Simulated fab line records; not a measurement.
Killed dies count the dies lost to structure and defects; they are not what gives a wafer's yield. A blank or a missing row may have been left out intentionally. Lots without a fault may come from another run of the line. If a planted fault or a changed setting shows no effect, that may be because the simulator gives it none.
2 desks, one fault / flow berkeleyCmos170 / what lay behind the numbers comes last; until then each desk has only its own

== AT THE METROLOGY DESK ==
Lot by lot, what the gauges showed, no matter which tool ran the lot: averages of those sampled wafers that carry a number. The brackets show how far a lot's mean lies from the usual mean; more than 4 standard deviations puts the lot out of limits, marked OUT.
Columns: A = NWELL_TW at UCB170_NWELL_TW_MEAS_16, usual 1244; B = PWELL_OXIDE_THK at UCB170_PWELL_THK_MEAS_03, usual 26.5 nm; C = PWELL_NITRIDE_THK at UCB170_PWELL_THK_MEAS_06, usual 220.1 nm; D = PWELL_OVL at UCB170_PWELL_OVL_MEAS_13, usual 2 nm
lot=L511; first seen here=day 2 19:56; A=1247; B=26.4; C=218.2; D=-1
lot=L517; first seen here=day 4 00:01; A=1250; B=26.6; C=221.6; D=8
lot=L519; first seen here=day 4 10:51; A=1228; B=26.2; C=215.2; D=6
lot=L521; first seen here=day 4 17:08; A=1252; B=26.4; C=214.1; D=5
lot=L522; first seen here=day 4 21:20; A=1248; B=27.1; C=215.5; D=2
lot=L528; first seen here=day 6 04:30; A=1250; B=26.4; C=218.2; D=11
lot=L529; first seen here=day 6 11:49; A=1243; B=26.6; C=220.0; D=-3
This desk's verdict: no lot among the 7 shows anything out of limits.

== AT THE TOOL OWNER'S DESK: lpcvd-01 ==
The tool's own readings at UCB170_PWELL_CVD_05 (deposits Si3N4 from SiH2Cl2/NH3, target thk 220 nm, time 3300 s): means of the sampled wafers that have a number, for each lot that ran on this tool. The brackets show how far a lot's mean lies from the usual mean; more than 4 standard deviations puts the lot out of limits, marked OUT.
Columns: A = pressureMtorr at UCB170_PWELL_CVD_05, usual 200.0 mTorr; B = spikeTcCentreC at UCB170_PWELL_CVD_05, usual 802.1 C; C = zonePowerCentrePct at UCB170_PWELL_CVD_05, usual 39.7 %; D = zonePowerSourcePct at UCB170_PWELL_CVD_05, usual 20.5 %
lot=L517; first seen here=day 4 12:38; A=199.6; B=805.3; C=40.6; D=21.0
lot=L519; first seen here=day 5 03:54; A=200.5; B=804.2; C=40.6; D=20.8
lot=L521; first seen here=day 5 09:19; A=199.7; B=804.9; C=40.3; D=21.1
lot=L522; first seen here=day 5 09:19; A=200.1; B=801.8; C=36.3; D=20.2
This desk's verdict: no lot among the 4 shows anything out of limits.

== PUT TOGETHER ==
Metrology desk: nothing out of limits seen.
Nothing out of limits was seen by the tool owner's desk.

== WHAT HAD BEEN PUT IN BY THE SIMULATOR ==
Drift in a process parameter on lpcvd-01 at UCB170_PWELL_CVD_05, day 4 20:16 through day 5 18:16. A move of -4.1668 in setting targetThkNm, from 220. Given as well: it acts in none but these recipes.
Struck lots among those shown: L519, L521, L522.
